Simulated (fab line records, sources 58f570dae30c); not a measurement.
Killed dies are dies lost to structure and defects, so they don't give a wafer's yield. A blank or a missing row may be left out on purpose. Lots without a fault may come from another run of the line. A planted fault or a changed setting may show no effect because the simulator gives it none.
fab line records | flow berkeley_cmos170 | part 1 of 2: steps 1 to 29 of 41
record lots=5 wafers=15 last_day=13
route steps=331 shown V1@261 M2@271 V2@292
lots that met no fault: from a run of the same line without faults
start_h: hours from the record's first day to the start of the lot's first wafer shown | wait_h: hours since the lot's step before | " the same as in the row above | L1.1+2: a row that stands for several wafers | - no value, or no start given | * or withheld: withheld | < > ~ a bound
route shown NAME@n: a module of which the file shows steps, and the number in the route of the first | usual: mean/standard deviation of fault-free wafers | same: alike in all rows | chamber/n: place in a boat | sites: the reading at each site | _std_site: their standard deviation | _edge_site: outer sites' mean less inner sites' | radius_mm: how far each site lies from the wafer's centre | mask NAME#n: copy n | behind: the tool/chamber that last shaped the wafer | hold: why the lot was held/for how many hours/how that ended | device: the transistor (n, p or np) that didn't switch | end of line: the same wafers' tests at the end of the route | a step without rows: its recipe alone | killed: dies lost to structure and defects at the first sort, not the wafer's yield | map: a wafer's dies, x killed, . not, _ none there
set.NAME: the setting as run; set.NAME@STEP: as run at that earlier step | model.NAME: the simulator's own value behind a step, which no gauge read
lots at some steps of the route; a table a step, a row a wafer
services: from which hour (start_h, from the record's first day; less than 0 if before it) a tool's chamber was out of use, for how many hours, and why
## steps
# step UCB170_V1_COAT_07
# recipe resist=KrF spin_rpm=1500 resist_thk_nm=900
# columns lot.wafer tool chamber start_h wait_h
L079.1+2+4 litho_track-01 0 214.68 0.1
L084.2+3+4 litho_track-04 0 237.18 0.1
L087.1+5+6 litho_track-01 0 260.78 0.1
L094.2+5+6 litho_track-03 0 290.63 0.1
L097.1+4+5 litho_track-03 0 305.81 0.1
# step UCB170_V1_SOFTBAKE_08
# recipe resist=KrF temp_c=130 time_s=60
# columns lot.wafer tool chamber start_h wait_h
L079.1+2+4 litho_track-01 0 214.83 0.1
L084.2+3+4 litho_track-04 0 237.33 0.1
L087.1+5+6 litho_track-01 0 260.93 0.1
L094.2+5+6 litho_track-03 0 290.78 0.1
L097.1+4+5 litho_track-03 0 305.96 0.1
# step UCB170_V1_EXPOSE_09
# recipe mask_id=VIA1 target_cd_nm=700 na=0.5 sigma_outer=0.6 source_shape=conventional dose_mj=37
# usual focus_offset_nm=0.0/0.56
# columns lot.wafer tool chamber start_h wait_h mask focus_offset_nm
L079.1 krf_scanner-02 0 214.98 0.1 VIA1#0 -0.4
L079.2 " 0 " " VIA1#0 -1.4
L079.4 " 0 " " VIA1#0 -0.4
L084.2 krf_scanner-02 0 237.61 0.3 VIA1#0 0.0
L084.3 " 0 " " VIA1#0 0.2
L084.4 " 0 " " VIA1#0 -0.5
L087.1 krf_scanner-02 0 261.08 0.1 VIA1#0 0.0
L087.5 " 0 " " VIA1#0 1.0
L087.6 " 0 " " VIA1#0 -0.5
L094.2 krf_scanner-02 0 291.05 0.2 VIA1#0 -0.4
L094.5 " 0 " " VIA1#0 -0.4
L094.6 " 0 " " VIA1#0 -0.5
L097.1 krf_scanner-01 0 306.24 0.2 VIA1#0 0.2
L097.4 " 0 " " VIA1#0 0.3
L097.5 " 0 " " VIA1#0 -0.3
# step UCB170_V1_PEB_10
# recipe peb_temp_c=130 peb_time_s=withheld resist=KrF
# columns lot.wafer tool chamber start_h wait_h
L079.1+2+4 litho_track-03 0 215.10 0.1
L084.2+3+4 litho_track-03 0 238.24 0.6
L087.1+5+6 litho_track-03 0 261.43 0.3
L094.2+5+6 litho_track-04 0 291.27 0.2
L097.1+4+5 litho_track-03 0 306.75 0.5
# step UCB170_V1_DEVELOP_11
# recipe developer=TMAH develop_time_s=45 resist=KrF dev_temp_c=21
# columns lot.wafer tool chamber start_h wait_h
L079.1+2+4 litho_track-03 0 - -
L084.2+3+4 litho_track-03 0 - -
L087.1+5+6 litho_track-03 0 - -
L094.2+5+6 litho_track-04 0 - -
L097.1+4+5 litho_track-03 0 - -
# step UCB170_V1_CD_MEAS_12
# recipe target_cd_nm=700
# usual cd_nm=699.5/1.7
# columns lot.wafer tool chamber start_h wait_h cd_nm
L079.1 cd_sem-02 - 215.47 - 699.1
L079.2 " - " " 698.3
L079.4 " - " " 699.3
L084.2 cd_sem-02 - 238.51 - 697.8
L084.3 " - " " 697.9
L084.4 " - " " 697.3
L087.1 cd_sem-02 - 261.71 - 698.0
L087.5 " - " " 699.0
L087.6 " - " " 698.8
L094.2 cd_sem-02 - 291.54 - 703.1
L094.5 " - " " 702.2
L094.6 " - " " 701.1
L097.1 cd_sem-01 - 307.02 - 700.8
L097.4 " - " " 700.7
L097.5 " - " " 700.1
# step UCB170_V1_OVL_MEAS_13
# usual V1_OVL=2/5
# columns lot.wafer tool chamber start_h wait_h V1_OVL[nm]
L079.1 overlay-01 - 215.59 0.1 0
L079.2 " - " " -2
L079.4 " - " " -5
L084.2 overlay-02 - 238.62 0.1 5
L084.3 " - " " 9
L084.4 " - " " 6
L087.1 overlay-01 - 261.83 0.1 -1
L087.5 " - " " 6
L087.6 " - " " -3
L094.2 overlay-01 - 291.65 0.1 -5
L094.5 " - " " -8
L094.6 " - " " -8
L097.1 overlay-02 - 307.14 0.1 2
L097.4 " - " " 7
L097.5 " - " " 3
# step UCB170_V1_ETCH_14
# recipe chemistry=CHF3/CF4/Ar target=SiO2 stop_on=Al CHF3_flow_sccm=45 cf4_flow_sccm=15 Ar_flow_sccm=150 pressure_mtorr=200 rf_w=700 target_depth_a=12500 over_etch_frac=0.25 time_s=291
# usual drypump_motor_current_A=5.8/0.61 oes_product_au=0.882/0.015 throttle_valve_pct=6.94/0.12
# columns lot.wafer tool chamber start_h wait_h drypump_motor_current_A oes_product_au rf_hours_counter_h throttle_valve_pct
L079.1 rie_diel-01 0 215.63 0.0 6.1 0.873 20 7.00
L079.2 " 1 " " 5.2 0.871 42 7.00
L079.4 " 3 " " 5.7 0.871 72 7.02
L084.2 rie_diel-02 2 238.65 0.0 4.7 0.896 105 6.77
L084.3 " 0 " " 6.1 0.902 14 6.76
L084.4 " 3 " " 5.7 0.905 94 7.08
L087.1 rie_diel-03 2 261.86 0.0 6.4 0.888 10 6.90
L087.5 " 3 " " 6.4 0.867 - 6.88
L087.6 " 0 " " 6.4 0.869 - 7.13
L094.2 rie_diel-03 0 291.68 0.0 6.4 0.868 6 7.12
L094.5 " 0 " " 6.4 0.870 - 7.10
L094.6 " 1 " " 6.2 0.881 - 6.80
L097.1 rie_diel-03 2 307.18 0.0 6.4 0.894 12 6.90
L097.4 " 1 " " 6.2 0.878 45 6.79
L097.5 " 2 " " 6.4 0.895 - 6.90
# step UCB170_V1_STRIP_15
# recipe chemistry=O2 power_w=400 pressure_mtorr=3500 platen_temp_c=withheld o2_flow_sccm=400 overash_fraction=0.5
# usual drypump_motor_current_A=5.3/0.37 oes_product_au=0.721/0.0043 strip_time_to_endpoint_s=15.30/0.093
# columns lot.wafer tool chamber start_h wait_h drypump_motor_current_A oes_product_au rf_hours_counter_h strip_time_to_endpoint_s
L079.1 plasma_asher-04 0 215.80 0.1 4.9 0.722 47 15.43
L079.2 " 1 " " 5.4 0.718 47 15.43
L079.4 " 0 " " 4.9 0.716 - 15.37
L084.2 plasma_asher-01 0 238.82 0.1 5.7 0.720 14 15.40
L084.3 " 0 " " 5.7 0.725 - 15.42
L084.4 " 1 " " 5.2 0.721 - 15.35
L087.1 plasma_asher-04 0 262.04 0.1 4.9 0.727 51 15.18
L087.5 " 1 " " 5.4 0.718 - 15.25
L087.6 " 0 " " 4.9 0.719 - 15.41
L094.2 plasma_asher-01 0 291.86 0.1 5.7 0.724 20 15.37
L094.5 " 1 " " 5.2 0.729 - 15.41
L094.6 " 0 " " 5.7 0.723 - 15.33
L097.1 plasma_asher-04 0 307.36 0.1 4.9 0.722 56 15.06
L097.4 " 1 " " 5.4 0.718 - 15.23
L097.5 " 1 " " 5.4 0.722 - 15.10
# step UCB170_V1_CD_MEAS_90
# recipe target_cd_nm=700
# usual cd_nm=699.4/1.7
# columns lot.wafer tool chamber start_h wait_h cd_nm
L079.1 cd_sem-02 - 215.90 0.1 698.8
L079.2 " - " " 698.1
L079.4 " - " " 699.4
L084.2 cd_sem-02 - 238.94 0.1 697.2
L084.3 " - " " 697.2
L084.4 " - " " 697.6
L087.1 cd_sem-02 - 262.20 0.1 697.3
L087.5 " - " " 699.4
L087.6 " - " " 699.1
L094.2 cd_sem-01 - 291.98 0.1 703.1
L094.5 " - " " 702.4
L094.6 " - " " 700.6
L097.1 cd_sem-02 - 307.46 0.1 701.3
L097.4 " - " " 701.0
L097.5 " - " " 700.6
# step UCB170_M2_PRE_CLEAN_00
# recipe gas=Ar preclean_etch_time_s=60
# columns lot.wafer tool chamber start_h wait_h
L079.1+2+4 pvd_sputter-03 - 216.02 0.1
L084.2+3+4 pvd_sputter-04 - 239.04 0.1
L087.1+5+6 pvd_sputter-03 - 262.32 0.1
L094.2+5+6 pvd_sputter-01 - 292.08 0.1
L097.1+4+5 pvd_sputter-03 - 307.58 0.1
# step UCB170_M2_SPUTTER_01
# recipe material=Al target_thk_nm=900 time_s=123 power_w=6000 chamber_pressure_pa=0.5
# usual throttle_valve_pct=29.5/1.1
# columns lot.wafer tool chamber start_h wait_h throttle_valve_pct
L079.1 pvd_sputter-03 - 216.09 0.0 30.2
L079.2 " - " " 29.2
L079.4 " - " " 29.6
L084.2 pvd_sputter-04 - 239.11 0.0 30.5
L084.3 " - " " 31.0
L084.4 " - " " 29.5
L087.1 pvd_sputter-03 - 262.39 0.0 30.7
L087.5 " - " " 30.6
L087.6 " - " " 31.2
L094.2 pvd_sputter-01 - 292.14 0.0 28.2
L094.5 " - " " 27.7
L094.6 " - " " 28.2
L097.1 pvd_sputter-03 - 307.64 0.0 29.3
L097.4 " - " " 31.1
L097.5 " - " " 29.3
# step UCB170_M2_RS_MEAS_02
# recipe thk_meas_gauge=four-point-probe reads=Al_of_M2_SPUTTER_01
# usual M2_AL_RS=0.0313/0.00028
# columns lot.wafer tool chamber start_h wait_h M2_AL_RS[ohm/sq]
L079.1 film_metro-02 - 216.17 0.0 0.03144
L079.2 " - " " 0.03133
L079.4 " - " " 0.03104
L084.2 film_metro-04 - 239.21 0.1 0.03131
L084.3 " - " " 0.03136
L084.4 " - " " 0.03126
L087.1 film_metro-04 - 262.47 0.0 0.03084
L087.5 " - " " 0.03115
L087.6 " - " " 0.03088
L094.2 film_metro-02 - 292.25 0.1 0.03118
L094.5 " - " " 0.03099
L094.6 " - " " 0.03129
L097.1 film_metro-02 - 307.73 0.0 0.03109
L097.4 " - " " 0.03101
L097.5 " - " " 0.03126
# step UCB170_M2_THK_MEAS_03
# recipe thk_meas_gauge=xrf reads=Al_of_M2_SPUTTER_01
# usual M2_AL_THK=918/10
# columns lot.wafer tool chamber start_h wait_h M2_AL_THK[nm]
L079.1 film_metro-02 - 216.29 0.1 913
L079.2 " - " " 913
L079.4 " - " " 919
L084.2 film_metro-04 - 239.32 0.1 931
L084.3 " - " " 927
L084.4 " - " " 923
L087.1 film_metro-04 - 262.59 0.1 940
L087.5 " - " " 930
L087.6 " - " " 933
L094.2 film_metro-02 - 292.36 0.1 915
L094.5 " - " " 921
L094.6 " - " " 917
L097.1 film_metro-02 - 307.85 0.1 919
L097.4 " - " " 916
L097.5 " - " " 919
# step UCB170_M2_HMDS_04
# recipe prime_time_s=60 prime_temp_c=100
# columns lot.wafer tool chamber start_h wait_h
L079.1+2+4 litho_track-02 0 216.35 0.1
L084.2+3+4 litho_track-02 0 239.40 0.1
L087.1+5+6 litho_track-01 0 262.90 0.3
L094.2+5+6 litho_track-02 0 293.01 0.6
L097.1+4+5 litho_track-01 0 308.64 0.8
# step UCB170_M2_COAT_05
# recipe resist=KrF spin_rpm=1500 resist_thk_nm=900
# columns lot.wafer tool chamber start_h wait_h
L079.1+2+4 litho_track-02 0 216.50 0.1
L084.2+3+4 litho_track-02 0 239.55 0.1
L087.1+5+6 litho_track-01 0 263.05 0.1
L094.2+5+6 litho_track-02 0 293.16 0.1
L097.1+4+5 litho_track-01 0 308.79 0.1
# step UCB170_M2_SOFTBAKE_06
# recipe resist=KrF temp_c=130 time_s=60
# columns lot.wafer tool chamber start_h wait_h
L079.1+2+4 litho_track-02 0 216.65 0.1
L084.2+3+4 litho_track-02 0 239.70 0.1
L087.1+5+6 litho_track-01 0 263.20 0.1
L094.2+5+6 litho_track-02 0 293.31 0.1
L097.1+4+5 litho_track-01 0 308.94 0.1
# step UCB170_M2_STRIP_07
# recipe chemistry=O2 power_w=400 pressure_mtorr=3500 platen_temp_c=withheld o2_flow_sccm=400 overash_fraction=0.5
# usual drypump_motor_current_A=5.8/0.63 oes_product_au=0.735/0.0047 strip_time_to_endpoint_s=22.01/0.065
# columns lot.wafer tool chamber start_h wait_h drypump_motor_current_A oes_product_au rf_hours_counter_h strip_time_to_endpoint_s
L079.1 plasma_asher-02 1 216.80 0.1 6.6 0.729 41 22.06
L079.2 " 0 " " 6.1 0.735 41 22.02
L079.4 " 0 " " 6.1 0.742 - 22.03
L084.2 plasma_asher-03 0 239.82 0.1 6.0 0.727 52 22.04
L084.3 " 1 " " 4.6 0.736 - 22.01
L084.4 " 0 " " 6.0 0.746 - 22.07
L087.1 plasma_asher-02 1 263.35 0.1 6.6 0.732 46 22.14
L087.5 " 0 " " 6.2 0.731 - 22.10
L087.6 " 1 " " 6.6 0.731 - 22.11
L094.2 plasma_asher-02 1 293.44 0.1 6.6 0.739 50 22.04
L094.5 " 1 " " 6.6 0.736 - 22.00
L094.6 " 0 " " 6.1 0.728 - 22.06
L097.1 plasma_asher-01 0 309.09 0.1 5.7 0.728 21 22.01
L097.4 " 0 " " 5.7 0.737 - 22.02
L097.5 " 1 " " 5.2 0.737 - 22.02
# step UCB170_M2_STRIP_08
# recipe chemistry=DMSO temp_c=80 time_s=600 material=KrF
# usual temp_c=79.99/0.13
# columns lot.wafer tool chamber start_h wait_h temp_c
L079.1 wet_bench-02 2 218.88 2.0 80.11
L079.2 " 2 " " 80.02
L079.4 " 2 " " 80.05
L084.2 wet_bench-01 3 239.92 0.1 80.07
L084.3 " 3 " " 80.12
L084.4 " 3 " " 80.13
L087.1 wet_bench-03 2 263.45 0.1 80.05
L087.5 " 2 " " 79.82
L087.6 " 2 " " 80.12
L094.2 wet_bench-02 1 293.54 0.1 80.01
L094.5 " 1 " " 80.21
L094.6 " 1 " " 80.19
L097.1 wet_bench-01 0 309.22 0.1 79.84
L097.4 " 0 " " 79.81
L097.5 " 0 " " 79.91
# step UCB170_M2_COAT_09
# recipe resist=BARC temp_c=withheld time_s=withheld spin_rpm=3000 resist_thk_nm=withheld
# columns lot.wafer tool chamber start_h wait_h
L079.1+2+4 litho_track-02 0 219.73 0.7
L084.2+3+4 litho_track-02 0 240.12 0.0
L087.1+5+6 litho_track-04 0 264.18 0.6
L094.2+5+6 litho_track-01 0 293.78 0.1
L097.1+4+5 litho_track-02 0 309.61 0.2
# step UCB170_M2_COAT_10
# recipe resist=KrF spin_rpm=1500 resist_thk_nm=900
# columns lot.wafer tool chamber start_h wait_h
L079.1+2+4 litho_track-02 0 - -
L084.2+3+4 litho_track-02 0 - -
L087.1+5+6 litho_track-04 0 - -
L094.2+5+6 litho_track-01 0 - -
L097.1+4+5 litho_track-02 0 - -
# step UCB170_M2_SOFTBAKE_11
# recipe resist=KrF temp_c=130 time_s=60
# columns lot.wafer tool chamber start_h wait_h
L079.1+2+4 litho_track-02 0 - -
L084.2+3+4 litho_track-02 0 - -
L087.1+5+6 litho_track-04 0 - -
L094.2+5+6 litho_track-01 0 - -
L097.1+4+5 litho_track-02 0 - -
# step UCB170_M2_EXPOSE_12
# recipe mask_id=METAL2 target_cd_nm=700 na=0.5 sigma_outer=0.6 source_shape=conventional dose_mj=26
# usual focus_offset_nm=0.0/0.46
# columns lot.wafer tool chamber start_h wait_h mask focus_offset_nm
L079.1 krf_scanner-01 0 220.18 - METAL2#0 0.5
L079.2 " 0 " " METAL2#0 0.0
L079.4 " 0 " " METAL2#0 -0.2
L084.2 krf_scanner-02 0 240.69 - METAL2#0 -0.6
L084.3 " 0 " " METAL2#0 -0.1
L084.4 " 0 " " METAL2#0 -0.2
L087.1 krf_scanner-01 0 264.76 - METAL2#0 0.6
L087.5 " 0 " " METAL2#0 0.4
L087.6 " 0 " " METAL2#0 -0.1
L094.2 krf_scanner-02 0 294.37 - METAL2#0 0.0
L094.5 " 0 " " METAL2#0 0.3
L094.6 " 0 " " METAL2#0 -0.3
L097.1 krf_scanner-01 0 310.19 - METAL2#0 0.9
L097.4 " 0 " " METAL2#0 0.8
L097.5 " 0 " " METAL2#0 1.2
# step UCB170_M2_PEB_13
# recipe peb_temp_c=130 peb_time_s=withheld resist=KrF
# columns lot.wafer tool chamber start_h wait_h
L079.1+2+4 litho_track-01 0 221.09 0.9
L084.2+3+4 litho_track-01 0 240.82 0.1
L087.1+5+6 litho_track-01 0 265.25 0.5
L094.2+5+6 litho_track-04 0 294.50 0.1
L097.1+4+5 litho_track-02 0 310.31 0.1
# step UCB170_M2_DEVELOP_14
# recipe developer=TMAH develop_time_s=45 resist=KrF dev_temp_c=21
# columns lot.wafer tool chamber start_h wait_h
L079.1+2+4 litho_track-01 0 - -
L084.2+3+4 litho_track-01 0 - -
L087.1+5+6 litho_track-01 0 - -
L094.2+5+6 litho_track-04 0 - -
L097.1+4+5 litho_track-02 0 - -
# step UCB170_M2_CD_MEAS_15
# recipe target_cd_nm=700
# usual cd_nm=700.2/1.4
# columns lot.wafer tool chamber start_h wait_h cd_nm
L079.1 cd_sem-02 - 221.42 - 703.0
L079.2 " - " " 703.1
L079.4 " - " " 703.2
L084.2 cd_sem-02 - 241.09 - 701.8
L084.3 " - " " 702.3
L084.4 " - " " 700.8
L087.1 cd_sem-01 - 265.52 - 701.3
L087.5 " - " " 701.7
L087.6 " - " " 701.9
L094.2 cd_sem-01 - 294.77 - 701.0
L094.5 " - " " 700.6
L094.6 " - " " 699.7
L097.1 cd_sem-01 - 310.58 - 699.3
L097.4 " - " " 700.4
L097.5 " - " " 699.2
# step UCB170_M2_OVL_MEAS_16
# usual M2_OVL=3/5.5
# columns lot.wafer tool chamber start_h wait_h M2_OVL[nm]
L079.1 overlay-02 - 221.54 0.1 -3
L079.2 " - " " 1
L079.4 " - " " -2
L084.2 overlay-02 - 241.19 0.1 0
L084.3 " - " " -3
L084.4 " - " " 2
L087.1 overlay-01 - 265.64 0.1 -4
L087.5 " - " " 5
L087.6 " - " " -3
L094.2 overlay-02 - 294.87 0.1 2
L094.5 " - " " -1
L094.6 " - " " 4
L097.1 overlay-01 - 310.70 0.1 7
L097.4 " - " " 12
L097.5 " - " " 3
# step UCB170_M2_ETCH_17
# recipe chemistry=N2/H2 target_depth_a=withheld overetch_a=withheld target=BARC time_s=withheld source_w=500 bias_w=100 pressure_mtorr=30 n2_flow_sccm=100 h2_flow_sccm=200
# usual drypump_motor_current_A=5.5/0.44 oes_product_au=0.999/0.016 throttle_valve_pct=13.30/0.16
# columns lot.wafer tool chamber start_h wait_h drypump_motor_current_A oes_product_au throttle_valve_pct
L079.1 rie_diel-01 1 221.58 0.0 5.2 0.999 13.37
L079.2 " 3 " " 5.8 0.998 13.47
L079.4 " 2 " " 4.9 0.988 13.48
L084.2 rie_diel-01 0 241.22 0.0 6.0 1.002 13.42
L084.3 " 1 " " 5.2 1.004 13.37
L084.4 " 3 " " 5.7 1.000 13.46
L087.1 rie_diel-01 0 265.68 0.0 6.0 0.995 13.42
L087.5 " 0 " " 6.1 1.008 13.41
L087.6 " 3 " " 5.8 1.004 13.46
L094.2 rie_diel-04 0 294.90 0.0 5.3 0.976 13.20
L094.5 " 0 " " 5.3 0.983 13.20
L094.6 " 1 " " 5.8 1.011 13.07
L097.1 rie_diel-04 0 310.74 0.0 5.3 0.984 13.21
L097.4 " 3 " " 5.2 0.985 13.24
L097.5 " 0 " " 5.2 0.979 13.21
# step UCB170_M2_METAL_ETCH_18
# recipe chemistry=Cl2/BCl3 target=Al stop_on=SiO2 pressure_mtorr=12 target_depth_a=11700 over_etch_frac=0.3 time_s=195 icp_w=600 bias_w=120 Cl2_flow_sccm=90 bcl3_flow_sccm=45
# usual drypump_motor_current_A=5.5/0.36 oes_product_au=0.871/0.012 throttle_valve_pct=24.26/0.13
# columns lot.wafer tool chamber start_h wait_h drypump_motor_current_A oes_product_au rf_hours_counter_h throttle_valve_pct
L079.1 rie_metal-01 0 221.62 - 5.0 0.850 11.5 24.38
L079.2 " 1 " " 5.1 0.869 9.3 24.38
L079.4 " 0 " " 5.0 0.853 - 24.37
L084.2 rie_metal-04 0 241.26 - 5.3 0.889 5.1 24.17
L084.3 " 1 " " 5.8 0.880 - 24.03
L084.4 " 0 " " 5.3 0.881 - 24.14
L087.1 rie_metal-04 0 265.72 - 5.3 0.895 5.5 24.16
L087.5 " 0 " " 5.3 0.897 - 24.16
L087.6 " 1 " " 5.8 0.887 - 24.04
L094.2 rie_metal-04 0 294.94 - 5.3 0.883 6.6 24.14
L094.5 " 1 " " 5.8 0.891 - 24.04
L094.6 " 0 " " 5.3 0.883 - 24.16
L097.1 rie_metal-03 1 310.78 - 5.8 0.865 7.9 24.38
L097.4 " 1 " " 5.9 0.862 - 24.37
L097.5 " 1 " " 5.9 0.861 - 24.37
